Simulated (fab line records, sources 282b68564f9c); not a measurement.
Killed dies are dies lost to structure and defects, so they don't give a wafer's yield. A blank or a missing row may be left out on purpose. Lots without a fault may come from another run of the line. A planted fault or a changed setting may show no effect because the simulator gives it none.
Which tool did it? | flow rit_cmos | 13 lots, 39 wafers sampled, at 2 steps of a route of 202

WHAT THE GAUGES READ, wafer by wafer
RIT_SDANNEAL_RS_MEAS_07: measures by four-point-probe.
lot  | measured    | on            | NLDD_RS (ohm/sq)
L156 | day 3 08:08 | film_metro-03 | 151.7 151.7 152.1
L157 | day 3 12:03 | film_metro-03 | 151.2 151.2 151.4
L158 | day 3 16:20 | film_metro-04 | 151.6 151.4 151.7
L159 | day 3 22:51 | film_metro-01 | 151.7 151.8 152.3
L162 | day 4 12:00 | film_metro-01 | 152.4 152.7 152.8
L163 | day 4 18:25 | film_metro-03 | 151.8 152.2 151.9
L164 | day 4 23:41 | film_metro-03 | 152.0 151.9 151.5
L166 | day 5 08:52 | film_metro-03 | 151.5 152.2 151.9
L167 | day 5 14:05 | film_metro-03 | 151.5 151.7 151.4
L168 | day 5 19:55 | film_metro-03 | - - -
L169 | day 6 00:20 | film_metro-03 | 151.5 150.9 150.9
L174 | day 7 01:10 | film_metro-03 | 151.2 150.5 151.4
L176 | day 7 10:08 | film_metro-03 | 152.1 152.2 152.1

WHICH TOOL RAN EACH LOT (tool, then ch and the chambers of the sampled wafers, then the start)
lot  | RIT_NLDD_IMPLANT_08
L156 | implanter-04 ch 0, day 2 23:25
L157 | implanter-03 ch 0, day 3 03:41
L158 | implanter-04 ch 0, day 3 08:08
L159 | implanter-03 ch 0, day 3 14:35
L162 | implanter-02 ch 0, day 4 03:39
L163 | implanter-02 ch 0, day 4 10:28
L164 | implanter-04 ch 0, day 4 15:30
L166 | implanter-03 ch 0, day 5 00:50
L167 | implanter-03 ch 0, day 5 05:41
L168 | implanter-03 ch 0, day 5 11:32
L169 | implanter-02 ch 0, day 5 16:13
L174 | implanter-02 ch 0, day 6 17:07
L176 | implanter-04 ch 0, day 7 01:58
- RIT_NLDD_IMPLANT_08

WHAT THE TOOLS THEMSELVES READ (means of the sampled wafers that have a number; where no wafer has one, the mark that the record gives instead)
The record holds no such reading with a usual standard deviation.

THE ANSWER, worked out from the rows above alone
Rule: what is usual is taken from the lots themselves. Put in order of their means at a reading, lots are off if they are a third of the lots or fewer, leave a main group of 4 or more, and stand apart from it by a gap of 3 or more times the standard deviation of the main group's means; of several such gaps the widest counts. A main group whose means are all the same, to the digits that the tables above print for the reading, isn't used. A lot without any number at a reading at which 4 lots or more have one is off too. The other lots that the step has rows for count as sound. The gauges are gone through in route order, then the tools' own readings, and for those a lot's mean is taken as printed above. The first step at which some lot is off is used, and at that step the reading that is off furthest; a lot without a number counts as furthest.
Off: L168, at RIT_SDANNEAL_RS_MEAS_07 (NLDD_RS). Without a number there: L168. The main group: mean 151.7 ohm/sq, standard deviation 0.44.
A tool fits if, at a process step before that reading, it ran every lot that is off, and no sound lot after the first of them. The gauges at RIT_SDANNEAL_RS_MEAS_07 are tried like those tools. One fits: implanter-03 at RIT_NLDD_IMPLANT_08. Its last sound lot is L167 (day 5 05:41), its first lot that is off L168 (day 5 11:32): a fault that began between those two fits.

WHAT THE SIMULATOR HAD PUT IN
Process parameter drift: implanter-03, from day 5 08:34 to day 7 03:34, at RIT_NLDD_IMPLANT_08. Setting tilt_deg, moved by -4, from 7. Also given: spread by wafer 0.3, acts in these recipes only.
Lots struck among those shown: L168. The rule above found the same.
